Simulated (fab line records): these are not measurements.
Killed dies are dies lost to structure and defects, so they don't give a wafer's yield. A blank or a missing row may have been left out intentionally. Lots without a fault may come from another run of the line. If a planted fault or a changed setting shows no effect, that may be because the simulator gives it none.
Comparing a struck lot with a sound one    flow berkeley-cmos170    14 out of 331 route steps
Sound: wafers L820.1, L820.5, L820.6. Wafers struck: L835.2, L835.4, L835.6. At the end, the cause is stated.
At each step with rows: each side's tool, then ch and its chambers, then its first start. Under that, the readings that differ: sound wafers    struck wafers    difference of the means    sigmas: that difference in standard deviations of wafers without a fault.
alike: words and numbers the same on both sides, and readings whose means are apart by under 2 such deviations; not compared: readings that were withheld, readings missing a value for some wafer, numbers with overlapping values and no deviation given by the record, and bounds like >300 which may hide the same value.
Wherever a step has rows on one side only, a row that says differs or no value, or a row with sigmas, the two part there. Non-overlapping numbers with no deviation appear without sigmas and do not part them. A reading missing from all wafers of one side parts the sides only when that side holds two or more wafers.

UCB170_PLDD_TW_MEAS_11:
  sound on film-metro-01 at day 6 11:36; struck on film-metro-02 at day 9 14:11
  alike: PLDD_TW
then, 7 steps without rows for these wafers: UCB170_PLDD_CLEAN_12 (cleans in SPM, time 600 s); UCB170_NLDD_HMDS_00 (prime time 60 s); UCB170_NLDD_COAT_01 (resist thk 900 nm); UCB170_NLDD_SOFTBAKE_02 (time 60 s); UCB170_NLDD_EXPOSE_03 (exposes mask NSELECT, target cd 1200 nm); UCB170_NLDD_PEB_04; UCB170_NLDD_DEVELOP_05 (develop time 45 s).
UCB170_NLDD_CD_MEAS_06 targets a cd of 1200 nm.
  sound on cd-sem-01 at day 6 13:32; struck on cd-sem-01 at day 9 16:14
reading     sound                 struck                difference  sigmas
cd-nm (nm)  1197.7 1198.9 1199.6  1202.5 1201.7 1201.1  +3.0        +3
UCB170_NLDD_OVL_MEAS_07:
  sound on overlay-01 at day 6 13:39; struck on overlay-02 at day 9 16:21
  alike: NLDD_OVL
then, 2 steps without rows for these wafers: UCB170_NLDD_IMPLANT_08; UCB170_NLDD_IMPLANT_09.
UCB170_NLDD_STRIP_10: strips in O2.
  sound on plasma-asher-04 ch 0,1, day 6 13:59; struck on plasma-asher-04 ch 0,1, day 9 16:41
reading                                sound              struck             difference                     sigmas
oes-product-au (a.u.)                  0.730 0.730 0.733  0.979 0.978 0.979  +0.248                         +55
strip-time-to-endpoint-s (s)           21.69 21.69 21.64  - - -              no value on the struck wafers  
model.KrF_of_NLDD_COAT_01.thk-nm (nm)  0 0 0              298.7 299.1 298.7  +298.8                         
  alike: drypump-motor-current-A
  not compared: rf-hours-counter-h
UCB170_NLDD_TW_MEAS_11:
  sound on film-metro-02 at day 6 14:05; struck on film-metro-02 at day 9 16:47
  alike: NLDD_TW

## WHERE THEY PART
First at UCB170_NLDD_CD_MEAS_06; last, within this record, at UCB170_NLDD_STRIP_10. Later steps at which nothing parts them and some readings are alike: UCB170_NLDD_TW_MEAS_11.

WHY: the cause the simulator had injected
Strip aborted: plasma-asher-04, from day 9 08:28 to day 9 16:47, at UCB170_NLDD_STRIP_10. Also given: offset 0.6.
